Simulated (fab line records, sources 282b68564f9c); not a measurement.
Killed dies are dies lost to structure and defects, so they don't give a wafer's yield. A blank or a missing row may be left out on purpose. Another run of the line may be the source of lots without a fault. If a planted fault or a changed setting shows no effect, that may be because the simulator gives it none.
A struck lot beside a sound one | flow rit_cmos | 18 out of 202 route steps
Sound: the wafers L487.1, L487.2, L487.4. Wafers struck: L494.1, L494.2, L494.3. Last of all comes the cause.
Per side, at each step with rows, come the tool, then ch with its chambers, and then its first start. Under that, the readings that differ: sound wafers | struck wafers | difference of the means | sigmas: that difference in standard deviations of wafers without a fault.
alike: a reading whose means differ by less than 2 such deviations, as well as words and numbers matching on both sides. not compared: withheld readings; readings where some wafer has no value; bounds like >300 that might hide an equal value; numbers whose values overlap and for which the record gives no deviation.
A row with sigmas, a row that says differs or no value, or rows on one side alone: a step with any of these is where the two part. Numbers that have no deviation but don't overlap get no sigmas and don't part them. Lack of a reading on every wafer of one side parts them only where that side has two or more wafers.

RIT_NWELL_SOFTBAKE_02: time 62.78 s.
  sound on litho_track-01 ch 0, day 4 18:40; struck on litho_track-04 ch 0, day 6 05:20
  alike: plate_sensor_t_centre_C, plate_sensor_t_edge_C
then, 3 steps without rows for these wafers: RIT_NWELL_EXPOSE_03 (exposes mask M2, target cd 43900 nm); RIT_NWELL_PEB_04; RIT_NWELL_DEVELOP_05 (develop time 68 s).
RIT_NWELL_OVL_MEAS_06:
  struck on overlay-01, day 6 05:55; sound on overlay-02, day 4 19:22
  alike: NWELL_OVL
then, 2 steps without rows for these wafers: RIT_NWELL_HARDBAKE_07 (time 120 s); RIT_NWELL_IMPLANT_08.
RIT_NWELL_STRIP_09: strips in O2, time 180 s.
  sound on plasma_asher-02 ch 0,1, day 4 19:48; struck on plasma_asher-02 ch 0,1, day 6 06:22
  alike: drypump_motor_current_A
  not compared: rf_hours_counter_h
RIT_NWELL_TW_MEAS_10:
  struck on film_metro-04, day 6 06:32; sound on film_metro-04, day 4 19:59
  alike: NWELL_TW
then, 3 steps without rows for these wafers: RIT_PWELL_HMDS_00 (prime time 60 s); RIT_PWELL_COAT_01 (resist thk 1300 nm); RIT_PWELL_SOFTBAKE_02 (time 60 s).
RIT_PWELL_EXPOSE_03: exposes mask M3, target cd 43700 nm.
  sound on iline_stepper-01 ch 0, day 4 20:29; struck on iline_stepper-02 ch 0, day 6 07:10
  reading                       | sound                   | struck            | difference | sigmas
  model.PWELL.overlay_x_nm (nm) | -0.9296 -0.9296 -0.9296 | 239.9 239.9 239.9 | +240.8     |
  alike: mask, stage_vel_mm_s
then, 2 steps without rows for these wafers: RIT_PWELL_PEB_04; RIT_PWELL_DEVELOP_05 (develop time 68 s).
RIT_PWELL_OVL_MEAS_06:
  struck on overlay-01, day 6 07:36; sound on overlay-02, day 4 21:02
  reading        | sound          | struck            | difference | sigmas
  PWELL_OVL (nm) | -0.9 -1.2 -0.6 | 242.1 238.0 239.7 | +240.8     | +99 or more
then, 1 step without rows for these wafers: RIT_PWELL_HARDBAKE_07 (time 120 s).
RIT_M1_PROBE_99:
  struck on prober-01, day 7 18:50; sound on prober-02, day 6 07:28
  reading                                 | sound             | struck            | difference | sigmas
  model.etest.well_edge_left.line_ohm_um  | 178.4 182.9 182.3 | 203.3 202 205.3   | +22.3      |
  model.etest.well_edge_right.line_ohm_um | 182 182.8 182.1   | 171.3 168 170.1   | -12.5      |
  model.etest.iso_nwell_nwell.bv_v (V)    | 22.34 22.49 22.02 | 20.85 20.72 20.58 | -1.57      |
  alike: killed_at_contacts, killed_at_front_end, killed_dies, killed_open, killed_short

## WHERE THEY PART
Within this record, at RIT_PWELL_OVL_MEAS_06 only. Later steps at which nothing parts them and some readings are alike: RIT_M1_PROBE_99.

WHY: whatever the simulator had introduced
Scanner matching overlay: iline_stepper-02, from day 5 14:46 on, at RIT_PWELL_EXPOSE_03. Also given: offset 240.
